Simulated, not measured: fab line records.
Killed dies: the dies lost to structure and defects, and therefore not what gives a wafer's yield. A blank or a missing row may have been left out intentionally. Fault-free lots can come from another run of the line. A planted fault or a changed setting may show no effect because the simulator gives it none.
Code-filled problem report in 8D (eight disciplines) form | flow berkeleyCmos170 | the parts of the form that need people (team, actions taken, sign-off) are left out

== 1. WHAT WENT WRONG ==
NSD_TW at UCB170_NSD_TW_MEAS_10 reads a mean of 4039 on 9 wafers of 3 lots; wafers without a fault read 4226 with a standard deviation of 30. Measured from the usual mean, that is -6.2 standard deviations.
Seen first at day 9 15:41 on filmMetro-04, wafer L250.2. The record holds 45 wafers of 15 lots with a number at this step. By rule, "out" or "out of limits" means more than 4 standard deviations away from the usual mean. The rest of the wafers with a number are treated as sound.

== 2. WHAT THIS IS AND IS NOT ==
question                    | is                         | is not
which readings at this step | NSD_TW                     | -
which lots                  | L249, L250, L252           | L240, L241, L242, L244, L246, L247, L251, L253, L255, L257, L258, L260
which wafers of those lots  | all that have a number     | -
read on which gauges        | filmMetro-01, filmMetro-04 | filmMetro-03
when                        | from day 9 15:41           | up to then (21 sound wafers); but 15 sound wafers of L253, L255, L257, L258, L260 came after

== 3. SUSPECTS, AND WHAT RULES EACH OUT ==
Counting: a tool at any process step up to the reading remains a suspect when it ran all the lots that are out and ran no sound lot after the first of those.
- the gauge at UCB170_NSD_TW_MEAS_10: ruled out. 2 gauges (filmMetro-01, filmMetro-04) read the wafers that are out.
- implanter-02 at UCB170_NSD_IMPLANT_08: kept. It processed each lot that is out, first L250 at day 9 15:27, and no sound lot thereafter; up to then, the last sound lot it processed was L247 at day 9 06:49. Its own doseIonsCm2, faradayCurrentUA readings are out on those wafers.
Left after counting: implanter-02 at UCB170_NSD_IMPLANT_08.

== 4. THE CAUSE (what the simulator had put in) ==
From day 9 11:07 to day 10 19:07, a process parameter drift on implanter-02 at UCB170_NSD_IMPLANT_08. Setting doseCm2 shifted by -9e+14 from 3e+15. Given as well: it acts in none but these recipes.
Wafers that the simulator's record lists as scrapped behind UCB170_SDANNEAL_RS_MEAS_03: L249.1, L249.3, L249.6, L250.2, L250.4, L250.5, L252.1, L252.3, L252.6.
Only this tool survived the counting.

== 5. THE EFFECT CHAIN, in route order ==
Each row: a reading where the mean over the struck wafers with a number is more than 3 standard deviations away from the usual. Only readings whose record carries a usual standard deviation are examined. hours: median over the lots of the time between each lot's start at the first step of this table that gives one and its start at this step. sigmas: the change, counted in usual standard deviations.
hours | step                       | reading                | usual         | on struck wafers | change     | sigmas
0     | UCB170_NSD_IMPLANT_08      | doseIonsCm2            | 3.001e+15     | 2.102e+15        | -8.992e+14 | -99 or more
0     | UCB170_NSD_IMPLANT_08      | endStationPressureTorr | 1.26e-05 Torr | 1.06e-05         | -2.04e-06  | -3.4
0     | UCB170_NSD_IMPLANT_08      | faradayCurrentUA       | 9230          | 6490             | -2740      | -14
0     | UCB170_NSD_STRIP_09        | oesProductAu           | 0.533 a.u.    | 0.564            | +0.031     | +7.0
0     | UCB170_NSD_STRIP_09        | stripTimeToEndpointS   | 35.85 s       | 32.55            | -3.30      | -42
0     | UCB170_NSD_TW_MEAS_10      | NSD_TW                 | 4226          | 4039             | -187       | -6.2
11    | UCB170_SDANNEAL_RS_MEAS_03 | NSD_RS                 | 37.29 ohm/sq  | 45.25            | +7.96      | +90
Here are the process steps it includes:
- UCB170_NSD_IMPLANT_08
- UCB170_NSD_STRIP_09: strips in O2.

== 6. WHAT WOULD HAVE CAUGHT IT SOONER ==
The first out-of-limits reading at a measuring or inspecting step in this record came at day 9 15:41, 5 hours after the fault's start at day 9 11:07.
Tool's own readings at UCB170_NSD_IMPLANT_08, doseIonsCm2, faradayCurrentUA: out on all struck wafers the step has rows for; an alarm limit on them would have tripped on the first.
Lots out: 3; of these, L252 started UCB170_NSD_IMPLANT_08 on implanter-02 after day 9 15:41. Putting the tool on hold at that point would have spared it.
